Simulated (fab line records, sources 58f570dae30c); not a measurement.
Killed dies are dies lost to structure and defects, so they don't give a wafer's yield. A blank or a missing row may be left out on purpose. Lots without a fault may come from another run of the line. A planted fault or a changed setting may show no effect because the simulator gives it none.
Which tool did it? | flow berkeley_cmos170 | 7 lots, 21 wafers sampled, at 3 steps of a route of 331

WHAT THE GAUGES READ, wafer by wafer
UCB170_SDANNEAL_RS_MEAS_04: measures by four-point-probe.
lot  | measured     | on            | PLDD_RS (ohm/sq)
L966 | day 8 19:24  | film_metro-04 | 1033.4 1034.5 1032.8
L967 | day 8 20:16  | film_metro-02 | 1035.0 1033.2 1032.6
L969 | day 9 09:09  | film_metro-03 | 1028.5 1029.7 1029.7
L972 | day 9 21:11  | film_metro-03 | 1033.0 1033.1 1030.9
L975 | day 10 15:31 | film_metro-03 | 1027.9 1026.9 1033.9
L979 | day 11 03:41 | film_metro-02 | 1061.4 1061.3 1061.4
L986 | day 12 16:47 | film_metro-03 | 1036.0 1031.7 1033.5

WHICH TOOL RAN EACH LOT (tool, then ch and the chambers of the sampled wafers, then the start)
lot  | UCB170_GATE_STRIP_16                 | UCB170_PLDD_IMPLANT_08
L966 | plasma_asher-03 ch 0,1, day 8 03:09  | implanter-01 ch 0, day 8 05:43
L967 | plasma_asher-03 ch 0,1, day 8 03:34  | implanter-02 ch 0, day 8 06:02
L969 | plasma_asher-03 ch 0,1, day 8 15:35  | implanter-02 ch 0, day 8 17:18
L972 | plasma_asher-02 ch 0,1, day 9 04:14  | implanter-02 ch 0, day 9 06:38
L975 | plasma_asher-03 ch 0,1, day 9 19:41  | implanter-02 ch 0, day 9 21:54
L979 | plasma_asher-02 ch 0, day 10 09:37   | implanter-02 ch 0, day 10 12:12
L986 | plasma_asher-03 ch 0,1, day 11 23:35 | implanter-04 ch 0, day 12 03:14
- UCB170_GATE_STRIP_16: strips in O2.
- UCB170_PLDD_IMPLANT_08

THE ANSWER, worked out from the rows above alone
Rule: what is usual is taken from the lots themselves. Put in order of their means at a reading, lots are off if they are a third of the lots or fewer, leave a main group of 4 or more, and stand apart from it by a gap of 3 or more times the standard deviation of the main group's means; of several such gaps the widest counts. A main group whose means are all the same, to the digits that the tables above print for the reading, isn't used. A lot without any number at a reading at which 4 lots or more have one is off too. The other lots that the step has rows for count as sound.
Off: L979, at UCB170_SDANNEAL_RS_MEAS_04 (PLDD_RS). The main group: mean 1032.0 ohm/sq, standard deviation 1.9.
A tool fits if, at a process step before that reading, it ran every lot that is off, and no sound lot after the first of them. The gauges at UCB170_SDANNEAL_RS_MEAS_04 are tried like those tools. Can't be told from this: 3 tools fit, plasma_asher-02 at UCB170_GATE_STRIP_16, implanter-02 at UCB170_PLDD_IMPLANT_08, film_metro-02 at UCB170_SDANNEAL_RS_MEAS_04.

WHAT THE SIMULATOR HAD PUT IN
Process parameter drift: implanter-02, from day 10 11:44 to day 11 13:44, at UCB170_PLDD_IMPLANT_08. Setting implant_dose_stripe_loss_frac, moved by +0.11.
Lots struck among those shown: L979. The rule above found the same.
